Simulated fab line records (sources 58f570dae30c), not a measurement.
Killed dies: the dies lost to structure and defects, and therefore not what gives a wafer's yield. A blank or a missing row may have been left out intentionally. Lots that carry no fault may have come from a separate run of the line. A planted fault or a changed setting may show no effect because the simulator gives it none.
Lot-split experiment ; flow berkeleyCmos170 ; on a route of 331 steps: 5 lots, 23 wafers read

== ON THE SPLIT ==
At UCB170_V2_EXPOSE_09 (exposes mask VIA2, target cd 700 nm), the setting doseMj was moved away from the recipe's 37 on 9 of the 23 wafers read, by -7.4% to +5.8%. The other wafers ran this setting at the recipe's value.

== FROM THE SPLIT TO THE READING: what the file shows between them, 5 steps ==
- UCB170_V2_PEB_10
- UCB170_V2_DEVELOP_11: develop time 45 s
- UCB170_V2_CD_MEAS_12: target cd 700 nm
- UCB170_V2_ETCH_14: etches SiO2 in CHF3/CF4/Ar, stops on Al, target depth 1250 nm, time 291 s
- UCB170_V2_STRIP_15: strips in O2

== THE READING ==
cdNm at UCB170_V2_CD_MEAS_90, given in nm (cd target 700 nm). Typical for fault-free wafers on this fab line: 700.1 nm, with standard deviation 1.7 nm.

wafer;tool, chamber at the split;doseMj as run;against the recipe;cdNm, nm;against lot-mates on the recipe
L078.1;krfScanner-01, 0;35.15;-5.0%;692.2;-7.9
L078.2;krfScanner-01, 0;37;recipe;699.4;-
L078.3;krfScanner-01, 0;35.15;-5.0%;693.5;-6.6
L078.5;krfScanner-01, 0;37;recipe;700.1;-
L078.6;krfScanner-01, 0;37;recipe;700.8;-
L076.1;krfScanner-01, 0;37;recipe;700.4;-
L076.2;krfScanner-01, 0;34.27;-7.4%;687.4;-13.4
L076.3;krfScanner-01, 0;34.27;-7.4%;688.2;-12.6
L076.4;krfScanner-01, 0;34.27;-7.4%;686.9;-13.9
L076.6;krfScanner-01, 0;37;recipe;701.3;-
L080.1;krfScanner-02, 0;37;recipe;699.1;-
L080.2;krfScanner-02, 0;39.13;+5.8%;711.8;+11.5
L080.3;krfScanner-02, 0;37;recipe;701.2;-
L080.4;krfScanner-02, 0;37;recipe;700.6;-
L080.6;krfScanner-02, 0;39.13;+5.8%;708.7;+8.4
L085.1;krfScanner-01, 0;37;recipe;701.0;-
L085.2;krfScanner-01, 0;37;recipe;701.5;-
L085.6;krfScanner-01, 0;37;recipe;701.7;-
L084.1;krfScanner-01, 0;35.36;-4.4%;692.1;-6.4
L084.2;krfScanner-01, 0;37;recipe;698.7;-
L084.3;krfScanner-01, 0;35.36;-4.4%;690.6;-7.9
L084.4;krfScanner-01, 0;37;recipe;697.9;-
L084.6;krfScanner-01, 0;37;recipe;698.9;-

THE FIT
A straight line over all 23 wafers: cdNm changes by +1.72 nm for each +1% of doseMj; r = +0.98; the points scatter about the line by 1.2 nm.
The same after taking each lot's own level away (the mean of its wafers on the recipe; 23 wafers): +1.72 nm for each +1%; r = +0.99; scatter 0.91 nm.
Per that fit: largest doseMj move, reading shift of 13 nm.
Measured against the standard deviation above, the lots' own levels, which go from 698.50 to 701.40 nm, span 1.7 times it.
The two slopes agree, so the slope changes little with the lot-to-lot level.
Check: -12.4 nm against its lot-mates is what the line predicts for one of the wafers moved furthest among these (-7.4%) when that wafer is left out of the fit. Against them it came out at -13.4 nm.

== ADDITIONAL SPLITS CARRIED BY THESE WAFERS ==
Other splits were also applied to these wafers ahead of the reading. Each is held against what the fit with the lots' levels taken away leaves over:
other split on the same wafers;wafers away from the commonest value;r with cdNm (lot level and that fit taken away)
UCB170_M2_ETCH_17 sourceW;4;+0.11
UCB170_V2_COAT_07 spinRpm;4;+0.06

== THE WHOLE CHAIN: every reading that the file lists as answering this split, in the file's order ==
step;what it does;reading;change (the file's fit);r (the file's)
UCB170_V2_CD_MEAS_12;target cd 700 nm;cdNm;+1.74 nm for each +1% of the setting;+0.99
UCB170_V2_ETCH_14;etches SiO2 in CHF3/CF4/Ar, stops on Al, target depth 1250 nm, time 291 s;V2.cdNm (the simulator's own value, which no gauge read);+1.68 nm for each +1% of the setting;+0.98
UCB170_V2_CD_MEAS_90;target cd 700 nm;cdNm;+1.69 nm for each +1% of the setting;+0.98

== THE FILE'S OWN FIT ==
cdNm changes by +1.69 nm for each +1% of doseMj, r = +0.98.
